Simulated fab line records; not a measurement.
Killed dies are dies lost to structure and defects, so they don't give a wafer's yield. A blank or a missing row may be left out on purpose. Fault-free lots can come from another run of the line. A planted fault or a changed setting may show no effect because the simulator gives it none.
Which tool is to blame? ; flow ritCmos ; 7 lots with 21 wafers sampled at 3 steps, on a route of 202 steps

== WHAT EACH GAUGE READ, for each wafer ==
RIT_GATE_THK_MEAS_07.
lot;measured;on;GATE_OXIDE_THK (nm)
L224;day 3 06:40;filmMetro-02;3.03 3.09 3.01
L227;day 3 23:43;filmMetro-02;2.99 2.98 2.95
L230;day 4 13:08;filmMetro-04;3.03 3.05 2.97
L232;day 5 03:14;filmMetro-02;2.96 2.99 3.03
L238;day 6 11:37;filmMetro-04;3.10 3.14 3.17
L240;day 6 17:55;filmMetro-02;2.96 2.98 2.99
L242;day 7 03:35;filmMetro-03;3.17 3.12 3.07

== WHAT TOOL EACH LOT RAN ON (gives the tool, then ch and the chambers of the sampled wafers, and finally the start) ==
lot;RIT_NWELL_STRIP_09;RIT_NRETRO_SOFTBAKE_02
L224;plasmaAsher-04 ch 0,1, day 2 17:31;lithoTrack-01 ch 0, day 3 01:10
L227;plasmaAsher-04 ch 0,1, day 3 09:56;lithoTrack-04 ch 0, day 3 17:46
L230;plasmaAsher-04 ch 0,1, day 4 00:31;lithoTrack-04 ch 0, day 4 08:26
L232;plasmaAsher-01 ch 0,1, day 4 11:34;lithoTrack-04 ch 0, day 4 20:44
L238;plasmaAsher-04 ch 0,1, day 5 17:29;lithoTrack-01 ch 0, day 6 04:11
L240;plasmaAsher-02 ch 0,1, day 6 03:47;lithoTrack-02 ch 0, day 6 12:50
L242;plasmaAsher-01 ch 0,1, day 6 15:16;lithoTrack-01 ch 0, day 6 22:53
- RIT_NWELL_STRIP_09: strips in O2, time 180 s.
- RIT_NRETRO_SOFTBAKE_02: time 60 s.

== THE ANSWER, worked out from the rows above alone ==
Rule: what is usual is taken from the lots themselves. The widest of any qualifying gaps counts: lots, ordered by their means at a reading, are off when they make up no more than a third of the lots, leave a main group of 4 or more, and stand apart from it by 3 or more times the standard deviation of that group's means. A main group is skipped when, at the precision printed for the reading in the tables above, its means are all equal. Also off: a lot with no number at a reading for which 4 or more lots have one. All remaining lots with rows at the step are treated as sound.
Across all readings shown, no lot is off: no conclusion can be drawn from this.

== WHAT WAS PUT IN BY THE SIMULATOR ==
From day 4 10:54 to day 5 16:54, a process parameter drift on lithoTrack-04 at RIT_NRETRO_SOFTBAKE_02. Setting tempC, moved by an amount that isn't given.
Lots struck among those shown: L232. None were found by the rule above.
